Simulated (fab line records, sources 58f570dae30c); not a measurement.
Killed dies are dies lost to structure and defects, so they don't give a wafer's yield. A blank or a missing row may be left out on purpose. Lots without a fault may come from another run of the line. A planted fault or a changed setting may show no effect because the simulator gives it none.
Which tool did it? | flow berkeley_cmos170 | 7 lots, 21 wafers sampled, at 4 steps of a route of 331

WHAT THE GAUGES READ, wafer by wafer
UCB170_FIELD_THK_MEAS_02.
lot  | measured    | on            | FIELD_OXIDE_THK (nm)
L856 | day 4 21:13 | film_metro-03 | 549 544 537
L859 | day 5 11:19 | film_metro-03 | 470 475 471
L864 | day 6 22:40 | film_metro-02 | 560 558 562
L869 | day 7 11:24 | film_metro-03 | 558 559 571
L872 | day 8 08:41 | film_metro-01 | 548 538 543
L874 | day 8 17:20 | film_metro-03 | 563 559 567
L878 | day 9 00:00 | film_metro-01 | 562 552 547

WHICH TOOL RAN EACH LOT (tool, then ch and the chambers of the sampled wafers, then the start)
lot  | UCB170_NWELL_STRIP_15               | UCB170_PWELL_ETCH_14              | UCB170_FIELD_OXIDATION_01
L856 | plasma_asher-03 ch 0,1, day 2 14:33 | rie_diel-02 ch 1,3, day 3 07:47   | furnace-03 ch 0, day 4 18:13
L859 | plasma_asher-02 ch 0,1, day 3 00:58 | rie_diel-02 ch 0,1,2, day 3 18:28 | furnace-03 ch 0, day 5 08:19
L864 | plasma_asher-02 ch 0,1, day 4 12:03 | rie_diel-02 ch 0,1,3, day 5 08:06 | furnace-01 ch 0, day 6 19:40
L869 | plasma_asher-02 ch 0,1, day 5 07:15 | rie_diel-03 ch 1,2,3, day 6 01:30 | furnace-04 ch 0, day 7 08:24
L872 | plasma_asher-03 ch 0,1, day 6 01:43 | rie_diel-02 ch 1,2, day 6 17:37   | furnace-04 ch 0, day 8 05:41
L874 | plasma_asher-02 ch 0,1, day 6 13:51 | rie_diel-03 ch 2,3, day 7 06:45   | furnace-01 ch 0, day 8 14:19
L878 | plasma_asher-04 ch 0,1, day 7 00:32 | rie_diel-03 ch 1,2, day 7 13:38   | furnace-04 ch 0, day 8 20:58
- UCB170_NWELL_STRIP_15: strips in O2.
- UCB170_PWELL_ETCH_14: etches Si3N4 in CH3F/Ar/O2, stops on SiO2, target depth 242 nm, time 151 s.
- UCB170_FIELD_OXIDATION_01: target thk 558.3 nm, ox time 7200 s.

THE ANSWER, worked out from the rows above alone
Rule: what is usual is taken from the lots themselves. Put in order of their means at a reading, lots are off if they are a third of the lots or fewer, leave a main group of 4 or more, and stand apart from it by a gap of 3 or more times the standard deviation of the main group's means; of several such gaps the widest counts. A main group whose means are all the same, to the digits that the tables above print for the reading, isn't used. A lot without any number at a reading at which 4 lots or more have one is off too. The other lots that the step has rows for count as sound.
Off: L859, at UCB170_FIELD_THK_MEAS_02 (FIELD_OXIDE_THK). The main group: mean 554 nm, standard deviation 8.4.
A tool fits if, at a process step before that reading, it ran every lot that is off, and no sound lot after the first of them. The gauges at UCB170_FIELD_THK_MEAS_02 are tried like those tools. One fits: furnace-03 at UCB170_FIELD_OXIDATION_01. Its last sound lot is L856 (day 4 18:13), its first lot that is off L859 (day 5 08:19): a fault that began between those two fits.

WHAT THE SIMULATOR HAD PUT IN
Process parameter drift: furnace-03, from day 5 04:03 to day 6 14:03, at UCB170_FIELD_OXIDATION_01. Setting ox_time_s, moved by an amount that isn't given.
Lots struck among those shown: L859. The rule above found the same.
